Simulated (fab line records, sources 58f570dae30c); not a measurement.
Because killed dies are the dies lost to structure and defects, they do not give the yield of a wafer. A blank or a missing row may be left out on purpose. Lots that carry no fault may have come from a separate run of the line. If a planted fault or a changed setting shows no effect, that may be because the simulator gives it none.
Which of the tools did it? || flow berkeley-cmos170 || 45 wafers from 15 lots sampled at 2 of the route's 331 steps

WHAT THE GAUGES READ, wafer by wafer
The record holds no reading of a measuring or inspecting step that can be judged against a usual standard deviation.

WHICH TOOL RAN EACH LOT (tool, then ch and the chambers of the sampled wafers, then the start)
{"lot": "L680", "UCB170_NVT_COAT_01": "litho-track-03 ch 0, day 6 21:07", "UCB170_NVT_STRIP_08": "plasma-asher-03 ch 0,1, day 6 22:14"}
{"lot": "L685", "UCB170_NVT_COAT_01": "litho-track-04 ch 0, day 7 06:23", "UCB170_NVT_STRIP_08": "plasma-asher-01 ch 0,1, day 7 07:52"}
{"lot": "L684", "UCB170_NVT_COAT_01": "litho-track-01 ch 0, day 7 06:41", "UCB170_NVT_STRIP_08": "plasma-asher-02 ch 0,1, day 7 07:55"}
{"lot": "L682", "UCB170_NVT_COAT_01": "litho-track-03 ch 0, day 7 06:53", "UCB170_NVT_STRIP_08": "plasma-asher-01 ch 0,1, day 7 08:28"}
{"lot": "L681", "UCB170_NVT_COAT_01": "litho-track-01 ch 0, day 7 07:06", "UCB170_NVT_STRIP_08": "plasma-asher-03 ch 0,1, day 7 08:45"}
{"lot": "L690", "UCB170_NVT_COAT_01": "litho-track-03 ch 0, day 8 13:44", "UCB170_NVT_STRIP_08": "plasma-asher-01 ch 0,1, day 8 15:01"}
{"lot": "L689", "UCB170_NVT_COAT_01": "litho-track-01 ch 0, day 8 13:46", "UCB170_NVT_STRIP_08": "plasma-asher-02 ch 0,1, day 8 14:44"}
{"lot": "L693", "UCB170_NVT_COAT_01": "litho-track-01 ch 0, day 9 03:11", "UCB170_NVT_STRIP_08": "plasma-asher-03 ch 0,1, day 9 05:08"}
{"lot": "L692", "UCB170_NVT_COAT_01": "litho-track-01 ch 0, day 9 03:40", "UCB170_NVT_STRIP_08": "plasma-asher-01 ch 1, day 9 05:41"}
{"lot": "L695", "UCB170_NVT_COAT_01": "litho-track-04 ch 0, day 9 19:13", "UCB170_NVT_STRIP_08": "plasma-asher-03 ch 0,1, day 9 20:29"}
{"lot": "L697", "UCB170_NVT_COAT_01": "litho-track-03 ch 0, day 10 09:26", "UCB170_NVT_STRIP_08": "plasma-asher-01 ch 0,1, day 10 10:28"}
{"lot": "L698", "UCB170_NVT_COAT_01": "litho-track-04 ch 0, day 10 09:41", "UCB170_NVT_STRIP_08": "plasma-asher-01 ch 0,1, day 10 10:58"}
{"lot": "L699", "UCB170_NVT_COAT_01": "litho-track-03 ch 0, day 10 09:56", "UCB170_NVT_STRIP_08": "plasma-asher-03 ch 0,1, day 10 11:08"}
{"lot": "L700", "UCB170_NVT_COAT_01": "litho-track-03 ch 0, day 10 17:23", "UCB170_NVT_STRIP_08": "plasma-asher-03 ch 0,1, day 10 19:13"}
{"lot": "L702", "UCB170_NVT_COAT_01": "litho-track-04 ch 0, day 10 17:28", "UCB170_NVT_STRIP_08": "plasma-asher-03 ch 0,1, day 10 19:30"}
- UCB170_NVT_COAT_01: resist thk 900 nm.
- UCB170_NVT_STRIP_08: strips in O2.

WHAT THE TOOLS THEMSELVES READ (means of the sampled wafers that have a number; where no wafer has one, the mark that the record gives instead)
UCB170_NVT_COAT_01. Usual: exhaust-pa 44.8 Pa, standard deviation 0.82; spin-speed-rpm 1500.1 rpm, standard deviation 1.2.
{"lot": "L680", "tool": "litho-track-03", "exhaust-pa (Pa)": 44.2, "spin-speed-rpm (rpm)": 1499.7, "flag": ""}
{"lot": "L685", "tool": "litho-track-04", "exhaust-pa (Pa)": 45.3, "spin-speed-rpm (rpm)": 1500.2, "flag": ""}
{"lot": "L684", "tool": "litho-track-01", "exhaust-pa (Pa)": 45.0, "spin-speed-rpm (rpm)": 1500.4, "flag": ""}
{"lot": "L682", "tool": "litho-track-03", "exhaust-pa (Pa)": 44.4, "spin-speed-rpm (rpm)": 1499.5, "flag": ""}
{"lot": "L681", "tool": "litho-track-01", "exhaust-pa (Pa)": 44.0, "spin-speed-rpm (rpm)": 1500.2, "flag": ""}
{"lot": "L690", "tool": "litho-track-03", "exhaust-pa (Pa)": 44.1, "spin-speed-rpm (rpm)": 1499.7, "flag": ""}
{"lot": "L689", "tool": "litho-track-01", "exhaust-pa (Pa)": 44.3, "spin-speed-rpm (rpm)": 1668.9, "flag": "OFF"}
{"lot": "L693", "tool": "litho-track-01", "exhaust-pa (Pa)": 45.4, "spin-speed-rpm (rpm)": 1668.7, "flag": "OFF"}
{"lot": "L692", "tool": "litho-track-01", "exhaust-pa (Pa)": 43.9, "spin-speed-rpm (rpm)": 1670.4, "flag": "OFF"}
{"lot": "L695", "tool": "litho-track-04", "exhaust-pa (Pa)": 45.7, "spin-speed-rpm (rpm)": 1498.8, "flag": ""}
{"lot": "L697", "tool": "litho-track-03", "exhaust-pa (Pa)": 45.2, "spin-speed-rpm (rpm)": 1499.3, "flag": ""}
{"lot": "L698", "tool": "litho-track-04", "exhaust-pa (Pa)": 44.7, "spin-speed-rpm (rpm)": 1499.9, "flag": ""}
{"lot": "L699", "tool": "litho-track-03", "exhaust-pa (Pa)": 44.6, "spin-speed-rpm (rpm)": 1501.3, "flag": ""}
{"lot": "L700", "tool": "litho-track-03", "exhaust-pa (Pa)": 44.7, "spin-speed-rpm (rpm)": 1501.1, "flag": ""}
{"lot": "L702", "tool": "litho-track-04", "exhaust-pa (Pa)": 44.7, "spin-speed-rpm (rpm)": 1500.8, "flag": ""}

UCB170_NVT_STRIP_08. Usual: drypump-motor-current-A 5.6 A, standard deviation 0.37; oes-product-au 0.735 a.u., standard deviation 0.0044; strip-time-to-endpoint-s 21.62 s, standard deviation 0.056.
{"lot": "L680", "tool": "plasma-asher-03", "drypump-motor-current-A (A)": 5.7, "oes-product-au (a.u.)": 0.733, "strip-time-to-endpoint-s (s)": 21.67, "flag": ""}
{"lot": "L685", "tool": "plasma-asher-01", "drypump-motor-current-A (A)": 5.5, "oes-product-au (a.u.)": 0.738, "strip-time-to-endpoint-s (s)": 21.69, "flag": ""}
{"lot": "L684", "tool": "plasma-asher-02", "drypump-motor-current-A (A)": 5.5, "oes-product-au (a.u.)": 0.732, "strip-time-to-endpoint-s (s)": 21.59, "flag": ""}
{"lot": "L682", "tool": "plasma-asher-01", "drypump-motor-current-A (A)": 5.3, "oes-product-au (a.u.)": 0.738, "strip-time-to-endpoint-s (s)": 21.62, "flag": ""}
{"lot": "L681", "tool": "plasma-asher-03", "drypump-motor-current-A (A)": 5.7, "oes-product-au (a.u.)": 0.734, "strip-time-to-endpoint-s (s)": 21.61, "flag": ""}
{"lot": "L690", "tool": "plasma-asher-01", "drypump-motor-current-A (A)": 5.5, "oes-product-au (a.u.)": 0.735, "strip-time-to-endpoint-s (s)": 21.65, "flag": ""}
{"lot": "L689", "tool": "plasma-asher-02", "drypump-motor-current-A (A)": 5.8, "oes-product-au (a.u.)": 0.735, "strip-time-to-endpoint-s (s)": 20.48, "flag": "OFF"}
{"lot": "L693", "tool": "plasma-asher-03", "drypump-motor-current-A (A)": 5.8, "oes-product-au (a.u.)": 0.733, "strip-time-to-endpoint-s (s)": 20.55, "flag": "OFF"}
{"lot": "L692", "tool": "plasma-asher-01", "drypump-motor-current-A (A)": 5.6, "oes-product-au (a.u.)": 0.732, "strip-time-to-endpoint-s (s)": 20.46, "flag": "OFF"}
{"lot": "L695", "tool": "plasma-asher-03", "drypump-motor-current-A (A)": 5.7, "oes-product-au (a.u.)": 0.734, "strip-time-to-endpoint-s (s)": 21.56, "flag": ""}
{"lot": "L697", "tool": "plasma-asher-01", "drypump-motor-current-A (A)": 5.5, "oes-product-au (a.u.)": 0.734, "strip-time-to-endpoint-s (s)": 21.64, "flag": ""}
{"lot": "L698", "tool": "plasma-asher-01", "drypump-motor-current-A (A)": 5.5, "oes-product-au (a.u.)": 0.737, "strip-time-to-endpoint-s (s)": 21.56, "flag": ""}
{"lot": "L699", "tool": "plasma-asher-03", "drypump-motor-current-A (A)": 5.8, "oes-product-au (a.u.)": 0.733, "strip-time-to-endpoint-s (s)": 21.64, "flag": ""}
{"lot": "L700", "tool": "plasma-asher-03", "drypump-motor-current-A (A)": 5.7, "oes-product-au (a.u.)": 0.729, "strip-time-to-endpoint-s (s)": 21.54, "flag": ""}
{"lot": "L702", "tool": "plasma-asher-03", "drypump-motor-current-A (A)": 5.7, "oes-product-au (a.u.)": 0.736, "strip-time-to-endpoint-s (s)": 21.54, "flag": ""}

THE ANSWER, worked out from the rows above alone
Rule: a lot is off if the mean of its wafers that have a number lies more than 3 standard deviations from the usual mean. Also off: a lot with no number at a reading for which 4 or more lots have one. Where the step has rows for the other lots, those lots are counted as sound. Order of review: gauges by route order, followed by the tools' own readings, for which a lot's mean as printed above is used. The first step at which some lot is off is used, and at that step the reading that is off furthest; a lot without a number counts as furthest.
Off, at UCB170_NVT_COAT_01 on spin-speed-rpm: L689, L693, L692.
A tool fits if, at that step or a process step before it, it ran every lot that is off, and no sound lot after the first of them. One fits: UCB170_NVT_COAT_01 on litho-track-01. Its last sound lot is L681 (day 7 07:06), its first lot that is off L689 (day 8 13:46): a fault that began between those two fits.
On the lots that are off, the tool's own readings at UCB170_NVT_COAT_01 differ by more than 5 times the standard deviation of the sound lots' means, which bears it out; spin-speed-rpm reads 1669.3 rpm there versus 1500.1 rpm on the sound lots.

WHAT THE SIMULATOR HAD INSERTED
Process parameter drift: litho-track-01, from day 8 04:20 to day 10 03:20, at UCB170_NVT_COAT_01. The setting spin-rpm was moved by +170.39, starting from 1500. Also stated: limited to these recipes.
Lots struck among those shown: L689, L693, L692. The same result came from the rule above.
